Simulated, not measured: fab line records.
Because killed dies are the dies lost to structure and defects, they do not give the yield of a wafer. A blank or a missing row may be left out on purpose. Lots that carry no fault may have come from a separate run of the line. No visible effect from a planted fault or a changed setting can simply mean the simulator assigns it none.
2 desks looking at one fault / flow berkeley cmos170 / every desk sees just its own numbers, and what lay behind them comes last

DESK OF THE TOOL OWNER: rie metal-04
The tool's own readings at UCB170_M2_METAL_ETCH_18 (etches Al in Cl2/BCl3, stops on SiO2, target depth 1170 nm, time 195 s): means of the sampled wafers that have a number, for each lot that ran on this tool. If a lot's mean is further than 4 standard deviations from the usual mean, the lot is out of limits and carries the mark OUT (the distance appears in the brackets).
Columns: A = bcl3 flow sccm at UCB170_M2_METAL_ETCH_18, usual 44.97 sccm; B = bias w at UCB170_M2_METAL_ETCH_18, usual 120.0 W; C = drypump motor current A at UCB170_M2_METAL_ETCH_18, usual 5.72 A; D = oes product au at UCB170_M2_METAL_ETCH_18, usual 0.884 a.u.; E = throttle valve pct at UCB170_M2_METAL_ETCH_18, usual 24.21 %
lot=L618; first seen here=day 9 18:49; A=44.97; B=120.0; C=5.60; D=0.878; E=24.07
lot=L629; first seen here=day 11 19:57; A=44.91; B=100.8 (-55) OUT; C=5.60; D=0.873; E=24.07
Finding of this desk: L629 out of limits; the first was L629 at day 11 19:57, on bias w at UCB170_M2_METAL_ETCH_18. L618: within limits.

AT THE METROLOGY DESK
What the gauges read, lot by lot, whatever tool the lot ran on: means of the sampled wafers that have a number. If a lot's mean is further than 4 standard deviations from the usual mean, the lot is out of limits and carries the mark OUT (the distance appears in the brackets).
Columns: A = cd nm at UCB170_M2_CD_MEAS_15, usual 699.3 nm; B = M2_OVL at UCB170_M2_OVL_MEAS_16, usual -2 nm
lot=L618; first seen here=day 9 18:37; A=701.2; B=0
lot=L619; first seen here=day 9 21:27; A=701.4; B=0
lot=L629; first seen here=day 11 19:40; A=696.9; B=-9
lot=L628; first seen here=day 11 21:11; A=700.4; B=0
lot=L634; first seen here=day 12 09:01; A=700.9; B=-0
This desk found nothing out of limits on any of the 5 lots.

BROUGHT TOGETHER
At day 11 19:57, on L629, the tool owner's desk was in a position to raise an alarm.
From the metrology desk's view, nothing was out of limits.
The metrology desk has L629 on record, within its limits.
On rie metal-04, each named lot ran UCB170_M2_METAL_ETCH_18.

WHAT WAS PUT IN BY THE SIMULATOR
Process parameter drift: rie metal-04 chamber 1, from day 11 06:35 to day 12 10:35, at UCB170_M2_METAL_ETCH_18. From 120, the setting bias w moved by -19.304. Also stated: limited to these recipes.
Shown lots that were struck: L629.
Each desk's first reading out of limits, in hours after the fault started: the tool owner's desk, 13.
